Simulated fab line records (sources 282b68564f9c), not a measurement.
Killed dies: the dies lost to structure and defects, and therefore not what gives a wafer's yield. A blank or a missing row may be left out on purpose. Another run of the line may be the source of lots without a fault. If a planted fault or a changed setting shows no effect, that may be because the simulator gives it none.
A lot that was struck, set against a sound lot | flow rit cmos | 34 steps out of a route of 202
Sound: these wafers, L189.1, L189.3, L189.5. The struck wafers were L196.1, L196.3, L196.5. The cause comes at the end.
At each step with rows: each side's tool, then ch and its chambers, then its first start. Under that, the readings that differ: sound wafers | struck wafers | difference of the means | sigmas: that difference in standard deviations of wafers without a fault.
alike: readings whose means differ by less than 2 such deviations, and words and numbers that are the same on both sides. not compared: withheld readings, readings that some wafer has no value for, bounds like >300 that may hide the same value, and numbers for which the record gives no deviation and whose values overlap.
A row with sigmas, a row that says differs or no value, or rows on one side alone: a step with any of these is where the two part. Numbers that don't overlap but have no deviation are shown without sigmas and don't part them. A reading that every wafer of one side lacks parts them only if that side has two wafers or more.

first, 3 steps without rows for these wafers: RIT_PWELL_EXPOSE_03 (exposes mask M3, target cd 43700 nm); RIT_PWELL_PEB_04; RIT_PWELL_DEVELOP_05 (develop time 68 s).
RIT_PWELL_OVL_MEAS_06:
  sound on overlay-02, day 4 21:22; struck on overlay-01, day 6 08:31
  alike: PWELL_OVL
then, 2 steps without rows for these wafers: RIT_PWELL_HARDBAKE_07 (time 120 s); RIT_PWELL_IMPLANT_08.
RIT_PWELL_STRIP_09: strips in O2, time 180 s.
  sound on plasma asher-03 ch 0,1, day 4 21:47; struck on plasma asher-03 ch 0,1, day 6 08:57
  alike: drypump motor current A, o2 flow sccm
  not compared: rf hours counter h
RIT_PWELL_TW_MEAS_10:
  sound on film metro-04, day 4 21:58; struck on film metro-01, day 6 09:07
  alike: PWELL_TW
then, 1 step without rows for these wafers: RIT_WELLDRIVE_ANNEAL_00 (time 14700 s).
RIT_WELLDRIVE_RS_MEAS_01: measures by four-point-probe.
  sound on film metro-04, day 5 03:07; struck on film metro-04, day 6 14:16
  alike: NWELL_RS
RIT_WELLDRIVE_RS_MEAS_02: measures by four-point-probe.
  sound on film metro-04, day 5 03:14; struck on film metro-04, day 6 14:23
  alike: PWELL_RS
then, 1 step without rows for these wafers: RIT_NRETRO_HMDS_00 (prime time 60 s).
RIT_NRETRO_COAT_01: resist thk 1300 nm.
  struck on litho track-04, day 6 14:40; sound on litho track-01 ch 0, day 5 03:30
  no value came back on the struck wafers for chill plate temp C (C), dispense pressure kPa (kPa), exhaust pa (Pa); on the sound wafers chill plate temp C (C) reads 23.12 23.01 23.08
then, 4 steps without rows for these wafers: RIT_NRETRO_SOFTBAKE_02 (time 60 s); RIT_NRETRO_EXPOSE_03 (exposes mask M4, target cd 43900 nm); RIT_NRETRO_PEB_04; RIT_NRETRO_DEVELOP_05 (develop time 68 s).
RIT_NRETRO_OVL_MEAS_06:
  sound on overlay-01, day 5 04:14; struck on overlay-02, day 6 15:23
  reading         | sound       | struck | difference                    | sigmas
  NRETRO_OVL (nm) | 1.2 1.3 2.0 | - - -  | no value on the struck wafers |
then, 2 steps without rows for these wafers: RIT_NRETRO_HARDBAKE_07 (time 120 s); RIT_NRETRO_IMPLANT_08.
RIT_NRETRO_STRIP_09: strips in O2, time 180 s.
  sound on plasma asher-01 ch 0,1, day 5 04:40; struck on plasma asher-01 ch 1, day 6 15:49
  alike: drypump motor current A, o2 flow sccm
  not compared: rf hours counter h
RIT_NRETRO_TW_MEAS_10:
  sound on film metro-02, day 5 04:50; struck on film metro-02, day 6 16:00
  alike: NRETRO_TW
then, 6 steps without rows for these wafers: RIT_PRETRO_HMDS_00 (prime time 60 s); RIT_PRETRO_COAT_01 (resist thk 1300 nm); RIT_PRETRO_SOFTBAKE_02 (time 60 s); RIT_PRETRO_EXPOSE_03 (exposes mask M5, target cd 43700 nm); RIT_PRETRO_PEB_04; RIT_PRETRO_DEVELOP_05 (develop time 66.59 s).
RIT_PRETRO_OVL_MEAS_06:
  sound on overlay-02, day 5 05:53; struck on overlay-01, day 6 17:04
  alike: PRETRO_OVL
then, 2 steps without rows for these wafers: RIT_PRETRO_HARDBAKE_07 (time 120 s); RIT_PRETRO_IMPLANT_08.
RIT_PRETRO_STRIP_09: strips in O2, time 180 s.
  sound on plasma asher-03 ch 0,1, day 5 06:20; struck on plasma asher-02 ch 0,1, day 6 17:30
  alike: drypump motor current A, o2 flow sccm
  not compared: rf hours counter h
RIT_PRETRO_TW_MEAS_10:
  sound on film metro-01, day 5 06:30; struck on film metro-01, day 6 17:54
  reading   | sound       | struck         | difference | sigmas
  PRETRO_TW | 483 480 483 | 1098 1099 1097 | +616       | +99 or more
  not compared: hold
RIT_M1_PROBE_99:
  sound wafers here have rows in the record (prober-02, day 6 11:25); struck ones have none

## WHERE THEY PART
First at RIT_NRETRO_COAT_01; last, within this record, at RIT_M1_PROBE_99.

WHY: what the simulator had put in
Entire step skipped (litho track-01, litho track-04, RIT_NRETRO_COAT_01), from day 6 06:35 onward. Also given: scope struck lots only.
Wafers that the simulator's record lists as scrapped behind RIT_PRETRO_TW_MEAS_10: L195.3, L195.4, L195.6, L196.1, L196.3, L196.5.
